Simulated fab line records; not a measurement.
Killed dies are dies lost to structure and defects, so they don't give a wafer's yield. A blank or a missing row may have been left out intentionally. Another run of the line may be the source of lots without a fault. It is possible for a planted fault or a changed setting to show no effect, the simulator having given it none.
One fault through the eyes of 2 desks ; flow berkeley_cmos170 ; every desk sees just its own numbers, and what lay behind them comes last

## METROLOGY DESK
Means of the sampled wafers that have a number, per lot and without regard to the tool the lot ran on: this is what the gauges read. The brackets show how far a lot's mean lies from the usual mean; more than 4 standard deviations puts the lot out of limits, marked OUT.
Columns: A = PWELL_OXIDE_THK at UCB170_PWELL_THK_MEAS_03, usual 26.4 nm; B = PWELL_NITRIDE_THK at UCB170_PWELL_THK_MEAS_06, usual 221.0 nm; C = PWELL_OVL at UCB170_PWELL_OVL_MEAS_13, usual -2 nm
lot;first seen here;A;B;C
L363;day 2 23:53;26.1;224.0;-8
L370;day 4 18:33;27.2;223.7;-4
L377;day 6 06:42;27.0;221.1;-5
L380;day 6 06:45;26.9;220.3;2
L382;day 6 19:29;26.3;220.2;-4
L383;day 6 19:29;26.1;221.7;0
This desk's verdict: no lot among the 6 shows anything out of limits.

## TOOL OWNER'S DESK, litho_track-01
The tool's own readings at UCB170_PWELL_PEB_11, given as means over the sampled wafers that have a number, one for each lot that went through this tool. The brackets show how far a lot's mean lies from the usual mean; more than 4 standard deviations puts the lot out of limits, marked OUT.
Columns: A = heater_power_total_W at UCB170_PWELL_PEB_11, usual 56.80 W; B = plate_temp_C at UCB170_PWELL_PEB_11, usual 130.02 C
lot;first seen here;A;B
L363;day 3 13:52;56.80;130.17
L377;day 6 15:46;59.13 (+53) OUT;134.12 (+34) OUT
L380;day 6 16:01;59.05 (+51) OUT;134.08 (+34) OUT
This desk finds L377, L380 out of limits, L377 being first, at day 6 15:46 (heater_power_total_W at UCB170_PWELL_PEB_11). In limits: L363.

## BROUGHT TOGETHER
At day 6 15:46, on L377, L380, the tool owner's desk was in a position to raise an alarm.
Metrology desk: nothing out of limits seen.
The metrology desk holds a record of L377, L380, inside its limits.
Every lot named ran UCB170_PWELL_PEB_11 on litho_track-01.

## WHAT WAS PUT IN BY THE SIMULATOR
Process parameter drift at UCB170_PWELL_PEB_11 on litho_track-01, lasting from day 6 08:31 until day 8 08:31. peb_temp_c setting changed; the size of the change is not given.
Lots struck among those shown: L377, L380.
Hours from the fault's start to each desk's first reading out of limits: the tool owner's desk, 7.
